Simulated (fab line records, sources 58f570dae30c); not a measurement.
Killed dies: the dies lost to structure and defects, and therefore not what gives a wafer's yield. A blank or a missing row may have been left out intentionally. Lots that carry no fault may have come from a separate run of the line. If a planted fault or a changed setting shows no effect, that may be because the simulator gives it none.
Which of the tools did it? -- flow berkeley-cmos170 -- 15 lots with 45 wafers sampled at 2 steps, on a route of 331 steps

## WHAT EACH GAUGE READ, for each wafer
UCB170_FIELD_THK_MEAS_90. Usual: FIELD_OXIDE_LEFT_1_THK typically reads 441 nm, with standard deviation 12.
lot,measured,on,FIELD_OXIDE_LEFT_1_THK (nm),flag
L693,day 5 17:53,film-metro-04,454 459 450,
L694,day 5 17:54,film-metro-03,460 465 463,
L695,day 6 08:46,film-metro-03,440 442 440,
L696,day 6 08:46,film-metro-04,430 423 431,
L697,day 6 16:29,film-metro-03,410 413 397,
L699,day 7 09:20,film-metro-04,450 452 441,
L702,day 7 17:09,film-metro-03,436 445 441,
L705,day 8 17:08,film-metro-04,434 444 435,
L706,day 8 17:08,film-metro-03,443 431 440,
L707,day 8 17:08,film-metro-02,445 450 450,
L710,day 9 04:09,film-metro-02,442 452 448,
L711,day 9 12:42,film-metro-02,432 426 432,
L713,day 9 23:43,film-metro-03,449 451 452,
L712,day 9 23:44,film-metro-02,455 447 444,
L714,day 10 08:39,film-metro-04,441 445 438,

UCB170_SACOX_THK_MEAS_02. Usual: SACOX_OXIDE_THK typically reads 14.4 nm, with standard deviation 0.36.
lot,measured,on,SACOX_OXIDE_THK (nm),flag
L693,day 6 03:21,film-metro-01,14.9 15.1 14.7,
L694,day 6 03:22,film-metro-02,14.6 14.6 14.6,
L695,day 6 15:45,film-metro-03,13.7 13.6 13.8,
L696,day 6 15:45,film-metro-01,14.0 14.1 14.0,
L697,day 6 20:01,film-metro-03,13.9 13.9 13.9,
L699,day 7 16:33,film-metro-03,14.5 14.6 14.9,
L702,day 7 23:32,film-metro-02,14.6 14.7 14.5,
L705,day 9 01:54,film-metro-01,13.7 13.5 13.9,
L706,day 9 01:56,film-metro-03,14.5 14.7 14.2,
L707,day 9 01:55,film-metro-02,14.0 14.3 14.1,
L710,day 9 08:35,film-metro-01,14.2 14.5 14.5,
L711,day 9 19:46,film-metro-02,14.3 14.7 14.6,
L713,day 10 06:34,film-metro-03,14.6 14.7 14.7,
L712,day 10 06:34,film-metro-02,14.5 14.5 14.4,
L714,day 10 16:26,film-metro-01,14.8 14.9 14.6,

## EACH LOT AND THE TOOL THAT RAN IT (in order: tool; ch and the chambers of the sampled wafers; start)
The record shows no process step preceding these readings.

## WHAT THE TOOLS THEMSELVES READ (means of the sampled wafers that have a number; where no wafer has one, the mark that the record gives instead)
The record holds no such reading with a usual standard deviation.

## THE ANSWER, worked out from the rows above alone
Rule: take the mean of a lot's wafers that have a number; if it is more than 3 standard deviations from the usual mean, the lot is off. A lot without any number at a reading at which 4 lots or more have one is off too. All remaining lots with rows at the step are treated as sound. After the gauges, taken in route order, come the tools' own readings; for these a lot's mean is taken, as printed above. The first step at which some lot is off is used, and at that step the reading that is off furthest; a lot without a number counts as furthest.
Across all readings shown, no lot is off: no conclusion can be drawn from this.

## WHAT HAD BEEN PUT IN BY THE SIMULATOR
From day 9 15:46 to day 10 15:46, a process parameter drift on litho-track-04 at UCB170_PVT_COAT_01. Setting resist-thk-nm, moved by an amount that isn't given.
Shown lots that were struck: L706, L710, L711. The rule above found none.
